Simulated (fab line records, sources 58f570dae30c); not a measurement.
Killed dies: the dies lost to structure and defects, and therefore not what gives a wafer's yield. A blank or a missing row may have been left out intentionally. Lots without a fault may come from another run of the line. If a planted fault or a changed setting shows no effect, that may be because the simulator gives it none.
A struck lot beside a sound one	flow berkeley_cmos170	16 steps out of a route of 331
Sound: these wafers, L528.1, L528.3, L528.4. Struck: wafers L536.3, L536.5. (L536.6 of the same lot was not struck and is left out.) The cause comes at the end.
Each step with rows lists, per side, the tool, then ch with its chambers, then its first start. Under that, the readings that differ: sound wafers	struck wafers	difference of the means	sigmas: that difference in standard deviations of wafers without a fault.
alike: words and numbers the same on both sides, and readings whose means are apart by under 2 such deviations; not compared: readings that were withheld, readings missing a value for some wafer, numbers with overlapping values and no deviation given by the record, and bounds like >300 which may hide the same value.
Wherever a step has rows on one side only, a row that says differs or no value, or a row with sigmas, the two part there. Numbers that don't overlap but have no deviation are shown without sigmas and don't part them. Lack of a reading on every wafer of one side parts them only where that side has two or more wafers.

UCB170_V2_CMP_02: polishes SiO2.
  sound on cmp-02 ch 0,1,3, day 7 13:08; struck on cmp-02 ch 0,3, day 9 12:39
  alike: motor_current_A, retaining_ring_pressure_frac
UCB170_V2_BOW_MEAS_03:
  struck on film_metro-01, day 9 12:53; sound on film_metro-01, day 7 13:23
  alike: V2_BOW
UCB170_V2_THK_MEAS_04:
  struck on film_metro-01, day 9 12:59; sound on film_metro-01, day 7 13:31
  alike: V2_POLISHED_THK
then, 7 steps without rows for these wafers: UCB170_V2_CLEAN_05 (cleans in DIW); UCB170_V2_HMDS_06 (prime time 60 s); UCB170_V2_COAT_07 (resist thk 900 nm); UCB170_V2_SOFTBAKE_08 (time 60 s); UCB170_V2_EXPOSE_09 (exposes mask VIA2, target cd 700 nm); UCB170_V2_PEB_10; UCB170_V2_DEVELOP_11 (develop time 45 s).
UCB170_V2_CD_MEAS_12: the cd target is 700 nm.
  struck on cd_sem-01, day 9 14:05; sound on cd_sem-02, day 7 15:41
  alike: cd_nm
UCB170_V2_OVL_MEAS_13:
  struck on overlay-02, day 9 14:11; sound on overlay-01, day 7 15:49
  alike: V2_OVL
UCB170_V2_ETCH_14: etches SiO2 in CHF3/CF4/Ar, stops on Al, target depth 1250 nm, time 291 s.
  sound on rie_diel-04 ch 0,2, day 7 15:51; struck on rie_diel-04 ch 1, day 9 14:12
reading	sound	struck	difference	sigmas
rf_fwd_power_W (W)	699.4 699.7 697.5	783.6 783.5	+84.7	+40
model.KrF_of_V2_COAT_07.thk_nm (nm)	609.5 607.5 613.5	592.3 592.9	-17.6	
  alike: drypump_motor_current_A, oes_product_au, throttle_valve_pct
  not compared: rf_hours_counter_h
UCB170_V2_STRIP_15: strips in O2.
  sound on plasma_asher-04 ch 0,1, day 7 16:02; struck on plasma_asher-01 ch 0,1, day 9 14:25
reading	sound	struck	difference	sigmas
strip_time_to_endpoint_s (s)	15.35 15.30 15.44	14.94 14.96	-0.41	-4
  alike: drypump_motor_current_A, o2_flow_sccm, oes_product_au
  not compared: rf_hours_counter_h
UCB170_V2_CD_MEAS_90: the cd target is 700 nm.
  struck on cd_sem-02, day 9 14:31; sound on cd_sem-01, day 7 16:08
  alike: cd_nm
UCB170_M3_PROBE_99:
  the record holds rows for the sound wafers here (prober-01, day 7 22:10) but none for the struck ones

## WHERE THEY PART
First at UCB170_V2_ETCH_14; last, within this record, at UCB170_M3_PROBE_99.

WHY: what the simulator had put in
rie_diel-04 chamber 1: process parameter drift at UCB170_V2_ETCH_14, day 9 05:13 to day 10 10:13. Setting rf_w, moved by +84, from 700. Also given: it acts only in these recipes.
